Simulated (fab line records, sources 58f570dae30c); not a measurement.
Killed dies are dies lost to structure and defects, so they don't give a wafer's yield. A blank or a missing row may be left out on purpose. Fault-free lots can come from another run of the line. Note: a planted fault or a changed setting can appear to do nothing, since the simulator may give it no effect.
Which tool did it? | flow berkeley-cmos170 | 21 wafers from 7 lots sampled at 2 of the route's 331 steps

== WHAT THE GAUGES READ, wafer by wafer ==
UCB170_M1_RS_MEAS_01: the measuring method here is four-point-probe.
lot  | measured     | on            | M1_AL_RS (ohm/sq)
L685 | day 8 11:43  | film-metro-03 | 0.0477 0.0481 0.0482
L688 | day 9 01:59  | film-metro-03 | 0.0487 0.0480 0.0478
L687 | day 9 04:52  | film-metro-02 | 0.0488 0.0490 0.0488
L694 | day 9 16:02  | film-metro-01 | 0.0483 0.0482 0.0489
L697 | day 10 21:56 | film-metro-02 | 0.0493 0.0483 0.0487
L699 | day 11 12:03 | film-metro-01 | 0.0491 0.0491 0.0498
L705 | day 12 16:43 | film-metro-02 | 0.0483 0.0482 0.0479

== WHAT TOOL EACH LOT RAN ON (gives the tool, then ch and the chambers of the sampled wafers, and finally the start) ==
lot  | UCB170_CONTACT_STRIP_19
L685 | plasma-asher-04 ch 0,1, day 8 11:16
L688 | plasma-asher-04 ch 0,1, day 9 01:31
L687 | plasma-asher-01 ch 0,1, day 9 04:23
L694 | plasma-asher-01 ch 0,1, day 9 15:32
L697 | plasma-asher-02 ch 0,1, day 10 21:22
L699 | plasma-asher-01 ch 0,1, day 11 11:36
L705 | plasma-asher-01 ch 0,1, day 12 16:16
- UCB170_CONTACT_STRIP_19: strips in O2.

== THE ANSWER, worked out from the rows above alone ==
Rule: the usual values come from the lots themselves. Put in order of their means at a reading, lots are off if they are a third of the lots or fewer, leave a main group of 4 or more, and stand apart from it by a gap of 3 or more times the standard deviation of the main group's means; of several such gaps the widest counts. A main group whose means are all the same, to the digits that the tables above print for the reading, isn't used. Also off: a lot with no number at a reading for which 4 or more lots have one. Any other lot the step has rows for is counted as sound.
None of the lots is off at any reading shown; this tells nothing.

== WHAT THE SIMULATOR HAD PUT IN ==
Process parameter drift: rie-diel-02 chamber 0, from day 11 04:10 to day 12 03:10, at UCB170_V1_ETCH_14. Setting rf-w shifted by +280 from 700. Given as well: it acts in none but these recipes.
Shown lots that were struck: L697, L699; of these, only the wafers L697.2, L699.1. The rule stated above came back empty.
